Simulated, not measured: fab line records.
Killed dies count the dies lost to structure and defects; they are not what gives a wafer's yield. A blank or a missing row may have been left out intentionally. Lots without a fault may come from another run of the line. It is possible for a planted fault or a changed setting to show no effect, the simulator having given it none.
fab line records | flow ritCmos
record: lots: 15 | wafers: 45 | lastDay: 7
route steps=202 shown PRETRO@67 M1@202
lots untouched by any fault: they come from a run of this same line in which no faults occurred
startH: hours from the record's opening day to when the first of the lot's shown wafers began | waitH: hours elapsed since this lot's preceding step | " same as the row above | L1.1+2: a row that stands for several wafers | - no value present, or no start provided | * or withheld: withheld | < > ~ a bound
route shown NAME@n: names a module that has steps shown in the file, with the first one's number in the route | usual: the fault-free wafers' mean and standard deviation | same: alike in all rows | chamber/n: place in a boat | sites: per-site readings | _std_site: standard deviation across them | _edge_site: mean of outer sites minus mean of inner sites | radiusMm: for every site, how far away it sits from the centre of the wafer | mask NAME#n: copy n | behind: the most recent tool/chamber to have shaped the wafer | hold: the reason the lot was held/the length of the hold in hours/how it ended | device: transistor that didn't switch, given as n, p or np | end of line: at the end of the route, the tests of the same wafers | where a step has no rows: the recipe by itself | killed: the dies lost at the first sort to structure and to defects; this is not the yield of the wafer | map: dies across one wafer; x = killed, . = not, _ = none there
set.NAME: the setting the step ran with; set.NAME@STEP: the setting that earlier step ran with | model.NAME: the simulator's own value behind a step, which no gauge read
a sample of lots followed through the steps of the route, with each step as a table and each wafer as a row
services: the hour from which a tool's chamber was out of use, counted from the record's first day as startH (under 0 if before that day), plus the number of hours and why
== steps ==
step: RIT_PRETRO_EXPOSE_03
recipe: maskId: M5 | na: 0.57 | targetCdNm: 43700 | doseMj: 250
lot.wafer  | tool            | chamber | startH | waitH | mask
L374.3+5+6 | ilineStepper-02 | 0       | 30.73  | 0.2   | M5#0
L375.1+5+6 | ilineStepper-02 | 0       | 36.83  | 0.1   | M5#0
L378.2+3+4 | ilineStepper-02 | 0       | 56.89  | 0.1   | M5#0
L379.2+4+5 | ilineStepper-01 | 0       | 57.25  | 0.2   | M5#0
L380.3+4+6 | ilineStepper-01 | 0       | 62.47  | 0.1   | M5#0
L382.1+2+5 | ilineStepper-02 | 0       | 71.45  | 0.1   | M5#0
L383.2+4+6 | ilineStepper-02 | 0       | 76.94  | 0.1   | M5#0
L385.2+3+5 | ilineStepper-02 | 0       | 87.38  | 0.2   | M5#0
L387.4+5+6 | ilineStepper-01 | 0       | 95.64  | 0.2   | M5#0
L388.2+5+6 | ilineStepper-01 | 0       | 101.51 | 0.1   | M5#0
L389.2+3+5 | ilineStepper-02 | 0       | 106.86 | 0.2   | M5#0
L392.1+4+5 | ilineStepper-02 | 0       | 120.43 | 0.2   | M5#0
L393.1+3+6 | ilineStepper-01 | 0       | 126.64 | 0.2   | M5#0
L395.3+4+6 | ilineStepper-02 | 0       | 136.36 | 0.2   | M5#0
L397.1+2+6 | ilineStepper-01 | 0       | 145.36 | 0.2   | M5#0
step: RIT_PRETRO_OVL_MEAS_06
usual: PRETRO_OVL: 0.7/1.5
lot.wafer | tool       | chamber | startH | waitH | PRETRO_OVL[nm]
L374.3    | overlay-02 | -       | 31.14  | -     | -1.9
L374.5    | "          | -       | "      | "     | -1.6
L374.6    | "          | -       | "      | "     | -2.0
L375.1    | overlay-01 | -       | 37.26  | -     | 2.5
L375.5    | "          | -       | "      | "     | 2.4
L375.6    | "          | -       | "      | "     | 1.9
L378.2    | overlay-02 | -       | 57.30  | -     | -1.2
L378.3    | "          | -       | "      | "     | -1.3
L378.4    | "          | -       | "      | "     | -0.2
L379.2    | overlay-02 | -       | 57.67  | -     | 2.4
L379.4    | "          | -       | "      | "     | 1.1
L379.5    | "          | -       | "      | "     | 1.3
L380.3    | overlay-01 | -       | 62.87  | -     | -0.8
L380.4    | "          | -       | "      | "     | 0.0
L380.6    | "          | -       | "      | "     | 2.5
L382.1    | overlay-02 | -       | 71.88  | -     | 0.9
L382.2    | "          | -       | "      | "     | -0.8
L382.5    | "          | -       | "      | "     | 0.7
L383.2    | overlay-02 | -       | 77.39  | -     | 0.0
L383.4    | "          | -       | "      | "     | -0.8
L383.6    | "          | -       | "      | "     | -0.7
L385.2    | overlay-01 | -       | 87.84  | -     | 0.4
L385.3    | "          | -       | "      | "     | -0.5
L385.5    | "          | -       | "      | "     | 0.0
L387.4    | overlay-01 | -       | 96.03  | -     | 2.8
L387.5    | "          | -       | "      | "     | 0.9
L387.6    | "          | -       | "      | "     | 1.1
L388.2    | overlay-01 | -       | 101.93 | -     | 1.2
L388.5    | "          | -       | "      | "     | 1.9
L388.6    | "          | -       | "      | "     | 1.6
L389.2    | overlay-02 | -       | 107.28 | -     | -146.0
L389.3    | "          | -       | "      | "     | -147.0
L389.5    | "          | -       | "      | "     | -146.8
L392.1    | overlay-02 | -       | 120.86 | -     | -147.7
L392.4    | "          | -       | "      | "     | -148.9
L392.5    | "          | -       | "      | "     | -149.1
L393.1    | overlay-01 | -       | 127.07 | -     | 2.6
L393.3    | "          | -       | "      | "     | 1.2
L393.6    | "          | -       | "      | "     | 0.4
L395.3    | overlay-02 | -       | 136.77 | -     | -149.1
L395.4    | "          | -       | "      | "     | -149.4
L395.6    | "          | -       | "      | "     | -149.7
L397.1    | overlay-02 | -       | 145.79 | -     | 1.4
L397.2    | "          | -       | "      | "     | -2.7
L397.6    | "          | -       | "      | "     | -0.6
step: RIT_M1_PROBE_99
usual: killedAtContacts: 0.2/0.38 | killedAtFrontEnd: 6.7/3 | killedDies: 6.9/3 | killedOpen: 3.5/1.9 | killedShort: 3.3/2
same: grossDies: 264 | killed_at_M0_to_M3: 0 | killed_at_M4_up: 0 | killedAtBackSide: 0 | killedAtOther: 0
lot.wafer | tool      | chamber | startH | waitH | killedAtContacts | killedAtFrontEnd | killedDies | killedOpen | killedShort
L383.2    | prober-02 | -       | 103.82 | 0.1   | 0                | 9                | 9          | 7          | 2
L383.4    | prober-02 | -       | 103.92 | 0.2   | 0                | 5                | 5          | 2          | 3
L383.6    | prober-02 | -       | 104.02 | 0.2   | 0                | 13               | 13         | 6          | 7
L385.2    | prober-02 | -       | 113.90 | 0.1   | 0                | 6                | 6          | 1          | 5
L385.3    | prober-02 | -       | 113.95 | 0.2   | 1                | 6                | 7          | 5          | 2
L385.5    | prober-02 | -       | 114.05 | 0.2   | 0                | 5                | 5          | 5          | 0
L397.1    | prober-02 | -       | 172.33 | 0.1   | 0                | 10               | 10         | 6          | 4
L397.2    | prober-02 | -       | 172.38 | 0.1   | 0                | 12               | 12         | 5          | 7
L397.6    | prober-02 | -       | 172.58 | 0.2   | 0                | 10               | 10         | 5          | 5
killed by level:class
L383.2 GATE:geometricParticle:open=5 FOX2:geometricParticle:open=1 FOX2:geometricParticle:short=1 REOX:geometricParticle:open=1 SILICIDE:geometricParticle:short=1
L383.4 GATE:geometricParticle:short=2 FOX1:geometricParticle:short=1 FOX2:geometricParticle:open=1 SILICIDE:geometricParticle:open=1
L383.6 GATE:geometricParticle:open=5 GATE:geometricParticle:short=3 REOX:geometricParticle:short=2 ACTIVE:geometricParticle:open=1 FOX1:geometricParticle:short=1 FOX2:geometricParticle:short=1
L385.2 GATE:geometricParticle:short=2 REOX:geometricParticle:short=2 FOX1:geometricParticle:short=1 GATE:geometricParticle:open=1
L385.3 SPACER:geometricParticle:open=2 FOX1:geometricParticle:open=1 FOX2:geometricParticle:open=1 GATE:geometricParticle:short=1 GATE:geometricParticle:open=1 CONTACT:geometricParticle:short=1
L385.5 SPACER:geometricParticle:open=2 FOX1:geometricParticle:open=1 GATE:geometricParticle:open=1 REOX:geometricParticle:open=1
L397.1 SPACER:geometricParticle:open=3 REOX:geometricParticle:short=2 FOX1:geometricParticle:short=1 GATE:geometricParticle:open=1 REOX:geometricParticle:open=1 SILICIDE:geometricParticle:open=1 SILICIDE:geometricParticle:short=1
L397.2 GATE:geometricParticle:short=5 REOX:geometricParticle:short=2 REOX:geometricParticle:open=2 FOX2:geometricParticle:open=1 GATE:geometricParticle:open=1 SPACER:geometricParticle:open=1
L397.6 GATE:geometricParticle:short=3 GATE:geometricParticle:open=3 FOX1:geometricParticle:short=1 REOX:geometricParticle:open=1 SPACER:geometricParticle:short=1 SPACER:geometricParticle:open=1
== services ==
tool            | chamber | startH | hours | kind
ilineStepper-02 | -       | 47.82  | 4.0   | repair
ilineStepper-01 | 0       | 115.92 | -     | calibration
== key ==
firstSign: step: RIT_PRETRO_OVL_MEAS_06 | reading: PRETRO_OVL | direction: down | sigmas: 99+ | usual: 0.7 | struck: -148.2
effect none on later readings
metAt RIT_PRETRO_EXPOSE_03
struckLots L389,L392,L395
testerLeftOut L389,L392,L395
onsetBetween 87.38 106.86
fault: kind: scannerMatchingOverlay | tool: ilineStepper-02 | chamber: - | onsetH: 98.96 | steps: RIT_PRETRO_EXPOSE_03 | offset: -150
testerLeftOut: of these lots the tester's yield and bins aren't shown, on N5 and GAA mostly nor the transistor test; their killed dies are dies lost to structure and defects alone, not to doping, threshold or leakage, so they don't give the yield
